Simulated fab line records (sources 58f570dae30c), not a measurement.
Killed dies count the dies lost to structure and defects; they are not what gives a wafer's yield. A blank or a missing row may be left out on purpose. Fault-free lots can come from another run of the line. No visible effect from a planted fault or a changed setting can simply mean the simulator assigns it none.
What tool caused it?    flow berkeley cmos170    7 lots with 21 wafers sampled at 2 steps, on a route of 331 steps

WHAT EACH GAUGE READ, for each wafer
UCB170_V2_THK_MEAS_01.
lot   measured      on             V2_TEOS_THK (nm)
L304  day 8 06:08   film metro-02  1968 1978 2003
L307  day 8 06:43   film metro-02  2025 2040 2035
L310  day 8 16:06   film metro-02  1961 2022 1995
L311  day 8 20:44   film metro-01  2001 2003 2049
L315  day 10 06:40  film metro-03  1984 1977 2003
L323  day 11 20:17  film metro-03  1972 1984 2044
L326  day 11 20:23  film metro-02  2016 2001 2046

EACH LOT AND THE TOOL THAT RAN IT (in order: tool; ch and the chambers of the sampled wafers; start)
lot   UCB170_M1_METAL_ETCH_12
L304  rie metal-02 ch 0,1, day 7 15:04
L307  rie metal-01 ch 0,1, day 7 16:04
L310  rie metal-01 ch 0,1, day 8 03:49
L311  rie metal-04 ch 0,1, day 8 11:57
L315  rie metal-04 ch 0, day 9 20:55
L323  rie metal-02 ch 0,1, day 11 05:31
L326  rie metal-01 ch 0,1, day 11 10:23
- UCB170_M1_METAL_ETCH_12: etches Al in Cl2/BCl3, stops on PSG, target depth 780 nm, time 130 s.

THE ANSWER, worked out from the rows above alone
Rule: what is usual is taken from the lots themselves. The widest of any qualifying gaps counts: lots, ordered by their means at a reading, are off when they make up no more than a third of the lots, leave a main group of 4 or more, and stand apart from it by 3 or more times the standard deviation of that group's means. If all means in a main group match to the digits the tables above print for the reading, that group is not used. Also off: a lot with no number at a reading for which 4 or more lots have one. Any other lot the step has rows for is counted as sound.
Across all readings shown, no lot is off: no conclusion can be drawn from this.

WHAT HAD BEEN PUT IN BY THE SIMULATOR
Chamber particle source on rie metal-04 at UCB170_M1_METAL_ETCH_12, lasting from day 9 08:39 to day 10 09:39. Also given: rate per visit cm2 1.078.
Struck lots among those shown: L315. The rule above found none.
